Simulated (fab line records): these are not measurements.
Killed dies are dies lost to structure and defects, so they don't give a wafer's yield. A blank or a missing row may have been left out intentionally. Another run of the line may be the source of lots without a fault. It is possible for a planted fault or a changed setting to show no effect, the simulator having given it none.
Which tool was responsible? + flow berkeleyCmos170 + Sampling: 14 lots, 42 wafers, 5 of 331 route steps

== WHAT EACH GAUGE READ, for each wafer ==
UCB170_PLDD_TW_MEAS_11. Usual: PLDD_TW gives 1013 (standard deviation 15).
| lot  | measured     | on           | PLDD_TW        | flag |
|------|--------------|--------------|----------------|------|
| L275 | day 7 04:44  | filmMetro-03 | 1017 1020 1023 |      |
| L274 | day 7 04:59  | filmMetro-02 | 994 987 987    |      |
| L277 | day 8 05:58  | filmMetro-03 | 1020 1021 1024 |      |
| L276 | day 8 06:00  | filmMetro-02 | 995 999 1002   |      |
| L278 | day 8 06:13  | filmMetro-01 | 1032 1024 1026 |      |
| L279 | day 8 16:26  | filmMetro-02 | 1004 999 995   |      |
| L280 | day 8 15:52  | filmMetro-02 | 1002 1006 1001 |      |
| L281 | day 8 16:07  | filmMetro-02 | 998 1002 1002  |      |
| L282 | day 9 22:18  | filmMetro-02 | 994 996 993    |      |
| L287 | day 10 14:28 | filmMetro-03 | 1021 1023 1027 |      |
| L290 | day 11 11:10 | filmMetro-01 | 1025 1023 1026 |      |
| L295 | day 12 17:51 | filmMetro-01 | 1034 1036 1032 |      |
| L297 | day 13 03:10 | filmMetro-01 | 1026 1026 1037 |      |
| L292 | day 13 03:12 | filmMetro-02 | 1002 993 992   |      |

UCB170_NLDD_CD_MEAS_06: target cd 1200 nm. Usual: 1200.4 nm for cdNm, sd 1.6.
| lot  | measured     | on       | cdNm (nm)            | flag |
|------|--------------|----------|----------------------|------|
| L275 | day 7 05:56  | cdSem-01 | 1201.4 1201.7 1201.3 |      |
| L274 | day 7 06:16  | cdSem-01 | 1203.6 1202.0 1203.9 |      |
| L277 | day 8 07:11  | cdSem-02 | 1198.6 1199.7 1200.3 |      |
| L276 | day 8 07:16  | cdSem-01 | 1199.7 1199.0 1199.9 |      |
| L278 | day 8 07:23  | cdSem-02 | 1199.9 1201.1 1200.6 |      |
| L279 | day 8 17:58  | cdSem-02 | 1201.8 1200.7 1200.8 |      |
| L280 | day 8 17:25  | cdSem-02 | 1202.3 1203.5 1203.2 |      |
| L281 | day 8 17:31  | cdSem-01 | 1198.3 1199.0 1199.2 |      |
| L282 | day 10 00:10 | cdSem-01 | 1198.0 1197.9 1198.1 |      |
| L287 | day 10 15:40 | cdSem-02 | 1200.1 1199.3 1199.2 |      |
| L290 | day 11 12:55 | cdSem-01 | 1128.6 1127.4 1127.9 | OFF  |
| L295 | day 12 18:57 | cdSem-02 | 1200.4 1199.4 1200.3 |      |
| L297 | day 13 06:03 | cdSem-01 | 1200.6 1200.0 1200.7 |      |
| L292 | day 13 06:11 | cdSem-01 | 1148.5 1145.5 1147.0 | OFF  |

== WHAT TOOL EACH LOT RAN ON (gives the tool, then ch and the chambers of the sampled wafers, and finally the start) ==
| lot  | UCB170_PVT_STRIP_08                 | UCB170_GATE_STRIP_16                | UCB170_NLDD_EXPOSE_03            |
|------|-------------------------------------|-------------------------------------|----------------------------------|
| L275 | plasmaAsher-03 ch 0,1, day 6 16:19  | plasmaAsher-02 ch 0, day 7 02:41    | krfScanner-01 ch 0, day 7 05:32  |
| L274 | plasmaAsher-04 ch 0,1, day 6 17:06  | plasmaAsher-01 ch 0,1, day 7 02:49  | krfScanner-01 ch 0, day 7 05:52  |
| L277 | plasmaAsher-03 ch 0,1, day 7 01:38  | plasmaAsher-04 ch 0,1, day 8 02:52  | krfScanner-02 ch 0, day 8 06:48  |
| L276 | plasmaAsher-02 ch 0,1, day 7 01:58  | plasmaAsher-02 ch 1, day 8 02:56    | krfScanner-02 ch 0, day 8 06:53  |
| L278 | plasmaAsher-03 ch 0,1, day 7 02:14  | plasmaAsher-01 ch 0,1, day 8 02:35  | krfScanner-02 ch 0, day 8 06:59  |
| L279 | plasmaAsher-03 ch 0,1, day 7 20:22  | plasmaAsher-02 ch 0,1, day 8 14:08  | krfScanner-02 ch 0, day 8 17:35  |
| L280 | plasmaAsher-04 ch 0,1, day 7 20:38  | plasmaAsher-04 ch 0,1, day 8 13:52  | krfScanner-02 ch 0, day 8 16:48  |
| L281 | plasmaAsher-03 ch 0,1, day 7 20:42  | plasmaAsher-01 ch 0,1, day 8 14:04  | krfScanner-02 ch 0, day 8 16:57  |
| L282 | plasmaAsher-04 ch 0, day 9 02:55    | plasmaAsher-02 ch 0,1, day 9 20:06  | krfScanner-02 ch 0, day 9 23:04  |
| L287 | plasmaAsher-03 ch 0,1, day 9 17:15  | plasmaAsher-04 ch 0,1, day 10 12:40 | krfScanner-01 ch 0, day 10 15:17 |
| L290 | plasmaAsher-03 ch 0,1, day 10 08:46 | plasmaAsher-02 ch 0,1, day 11 09:06 | krfScanner-02 ch 0, day 11 12:19 |
| L295 | plasmaAsher-02 ch 0,1, day 12 00:49 | plasmaAsher-02 ch 0,1, day 12 15:30 | krfScanner-01 ch 0, day 12 18:34 |
| L297 | plasmaAsher-04 ch 0,1, day 12 05:04 | plasmaAsher-01 ch 0,1, day 12 22:44 | krfScanner-01 ch 0, day 13 04:57 |
| L292 | plasmaAsher-02 ch 0,1, day 12 05:18 | plasmaAsher-04 ch 1, day 12 22:58   | krfScanner-02 ch 0, day 13 05:13 |
- UCB170_PVT_STRIP_08: strips in O2.
- UCB170_GATE_STRIP_16: strips in O2.
- UCB170_NLDD_EXPOSE_03: exposes mask NSELECT, target cd 1200 nm.

== AS READ BY THE TOOLS THEMSELVES (means over the sampled wafers that have a number; for cases with no such wafer, the mark the record gives instead) ==
UCB170_PVT_STRIP_08. Usual: drypumpMotorCurrentA 5.7 A, standard deviation 0.34; oesProductAu 0.735 a.u., standard deviation 0.0046; stripTimeToEndpointS 21.63 s, standard deviation 0.063.
| lot  | tool           | drypumpMotorCurrentA (A) | oesProductAu (a.u.) | stripTimeToEndpointS (s) | flag |
|------|----------------|--------------------------|---------------------|--------------------------|------|
| L275 | plasmaAsher-03 | 5.7                      | 0.739               | 21.69                    |      |
| L274 | plasmaAsher-04 | 5.5                      | 0.739               | 21.60                    |      |
| L277 | plasmaAsher-03 | 5.7                      | 0.736               | 21.72                    |      |
| L276 | plasmaAsher-02 | 5.5                      | 0.730               | 21.68                    |      |
| L278 | plasmaAsher-03 | 5.8                      | 0.740               | 21.57                    |      |
| L279 | plasmaAsher-03 | 5.9                      | 0.731               | 21.67                    |      |
| L280 | plasmaAsher-04 | 5.5                      | 0.740               | 21.62                    |      |
| L281 | plasmaAsher-03 | 5.8                      | 0.732               | 21.58                    |      |
| L282 | plasmaAsher-04 | 5.7                      | 0.734               | 21.58                    |      |
| L287 | plasmaAsher-03 | 5.9                      | 0.737               | 21.67                    |      |
| L290 | plasmaAsher-03 | 5.7                      | 0.737               | 21.55                    |      |
| L295 | plasmaAsher-02 | 5.8                      | 0.735               | 21.67                    |      |
| L297 | plasmaAsher-04 | 5.5                      | 0.736               | 21.63                    |      |
| L292 | plasmaAsher-02 | 5.8                      | 0.733               | 21.69                    |      |

UCB170_GATE_STRIP_16. Usual: drypumpMotorCurrentA 5.6 A, standard deviation 0.32; oesProductAu 0.724 a.u., standard deviation 0.0047.
| lot  | tool           | drypumpMotorCurrentA (A) | oesProductAu (a.u.) | flag |
|------|----------------|--------------------------|---------------------|------|
| L275 | plasmaAsher-02 | 6.0                      | 0.724               |      |
| L274 | plasmaAsher-01 | 5.9                      | 0.727               |      |
| L277 | plasmaAsher-04 | 5.5                      | 0.727               |      |
| L276 | plasmaAsher-02 | 5.3                      | 0.718               |      |
| L278 | plasmaAsher-01 | 5.9                      | 0.722               |      |
| L279 | plasmaAsher-02 | 5.5                      | 0.721               |      |
| L280 | plasmaAsher-04 | 5.5                      | 0.721               |      |
| L281 | plasmaAsher-01 | 5.8                      | 0.721               |      |
| L282 | plasmaAsher-02 | 5.5                      | 0.722               |      |
| L287 | plasmaAsher-04 | 5.5                      | 0.724               |      |
| L290 | plasmaAsher-02 | 5.5                      | 0.722               |      |
| L295 | plasmaAsher-02 | 5.8                      | 0.725               |      |
| L297 | plasmaAsher-01 | 5.8                      | 0.724               |      |
| L292 | plasmaAsher-04 | 5.1                      | 0.722               |      |

UCB170_NLDD_EXPOSE_03. Usual: exposureDoseMJCm2 30.002, standard deviation 0.029; reticleTempC 22.99 C, standard deviation 0.097.
| lot  | tool          | exposureDoseMJCm2 | reticleTempC (C) | flag |
|------|---------------|-------------------|------------------|------|
| L275 | krfScanner-01 | 30.058            | 23.03            |      |
| L274 | krfScanner-01 | 30.031            | 23.04            |      |
| L277 | krfScanner-02 | 29.988            | 23.07            |      |
| L276 | krfScanner-02 | 30.019            | 23.08            |      |
| L278 | krfScanner-02 | 29.983            | 22.95            |      |
| L279 | krfScanner-02 | 30.003            | 22.97            |      |
| L280 | krfScanner-02 | 30.008            | 22.98            |      |
| L281 | krfScanner-02 | 29.990            | 22.95            |      |
| L282 | krfScanner-02 | 30.008            | 22.96            |      |
| L287 | krfScanner-01 | 30.011            | 22.97            |      |
| L290 | krfScanner-02 | 20.017            | 23.05            | OFF  |
| L295 | krfScanner-01 | 30.015            | 23.04            |      |
| L297 | krfScanner-01 | 29.999            | 22.94            |      |
| L292 | krfScanner-02 | 22.012            | 23.09            | OFF  |

== THE ANSWER, worked out from the rows above alone ==
Rule: take the mean of a lot's wafers that have a number; if it is more than 3 standard deviations from the usual mean, the lot is off. A lot without any number at a reading at which 4 lots or more have one is off too. The other lots that the step has rows for count as sound. Order of review: gauges by route order, followed by the tools' own readings, for which a lot's mean as printed above is used. The first step at which some lot is off is used, and at that step the reading that is off furthest; a lot without a number counts as furthest.
Off: L290, L292 (UCB170_NLDD_CD_MEAS_06, cdNm).
A tool fits if, at a process step before that reading, it ran every lot that is off, and no sound lot after the first of them. Not tried: the gauges at UCB170_NLDD_CD_MEAS_06; whatever is off there is also off at UCB170_NLDD_EXPOSE_03, on other tools, and gauge error can't account for it. One candidate fits, namely krfScanner-02 at UCB170_NLDD_EXPOSE_03. Its last sound lot is L282 (day 9 23:04), its first lot that is off L290 (day 11 12:19): a fault that began between those two fits.
The tool's own readings at UCB170_NLDD_EXPOSE_03 bear it out: on the lots that are off they differ by more than 5 times the standard deviation of the sound lots' means. exposureDoseMJCm2 reads 21.014 there against 30.009 on the sound lots.

== WHAT WAS PUT IN BY THE SIMULATOR ==
Process parameters drifting: krfScanner-02 at UCB170_NLDD_EXPOSE_03, beginning at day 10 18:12. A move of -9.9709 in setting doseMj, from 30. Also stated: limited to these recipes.
Struck lots among those shown: L290, L292. The rule given above showed the same thing.
